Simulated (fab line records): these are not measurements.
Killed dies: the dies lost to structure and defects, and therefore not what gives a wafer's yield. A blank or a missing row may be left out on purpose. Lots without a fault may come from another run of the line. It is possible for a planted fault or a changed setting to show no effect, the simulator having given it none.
Chamber matching :: flow berkeleyCmos170 :: 4 sister chambers for UCB170_V2_CMP_02 on cmp-01
The step polishes SiO2. 4 wafers are shown with their chamber, then 9 later ones without.

## WAFERS, EACH WITH ITS CHAMBER
wafer: L609.4
chamber: 2
motorCurrentA (A): 16.9

wafer: L616.1
chamber: 1
motorCurrentA (A): 16.6

wafer: L616.3
chamber: 0
motorCurrentA (A): 15.5

wafer: L616.4
chamber: 3
motorCurrentA (A): 15.9

## WAFERS WITHOUT THEIR CHAMBER
wafer: L622.1
motorCurrentA (A): 15.9

wafer: L622.2
motorCurrentA (A): 15.5

wafer: L622.4
motorCurrentA (A): 15.7

wafer: L623.2
motorCurrentA (A): 16.1

wafer: L623.3
motorCurrentA (A): 16.8

wafer: L623.6
motorCurrentA (A): 16.5

wafer: L625.2
motorCurrentA (A): 16.6

wafer: L625.4
motorCurrentA (A): 16.6

wafer: L625.5
motorCurrentA (A): 16.5

## EACH ONE'S CHAMBER
wafer: L622.1
from the rows above: 3
in truth: 3

wafer: L622.2
from the rows above: 0
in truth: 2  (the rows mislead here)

wafer: L622.4
from the rows above: can't be placed: 0 or 3
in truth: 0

wafer: L623.2
from the rows above: 3
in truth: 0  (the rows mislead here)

wafer: L623.3
from the rows above: can't be placed: 2 or 1
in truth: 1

wafer: L623.6
from the rows above: 1
in truth: 1

wafer: L625.2
from the rows above: 1
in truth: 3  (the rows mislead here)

wafer: L625.4
from the rows above: 1
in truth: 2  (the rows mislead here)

wafer: L625.5
from the rows above: 1
in truth: 1
Placed correctly: 3 of 9. Unplaceable from these rows: 2, with the true chamber sitting among the candidates in 2. Number placed wrongly: 4.
How it was worked out, from the rows above alone: a wafer's distance from a chamber is the root of the sum, over the readings, of the square of ((its reading less the chamber's mean) divided by the reading's scatter). If the next closest chamber is less than 2 further off than the closest, the wafer can't be placed; otherwise it belongs to the closest. The mean given for a chamber averages the wafers shown for that chamber. The scatter: root of mean squared gap, hidden wafer to nearest shown wafer, with one shown wafer a chamber.
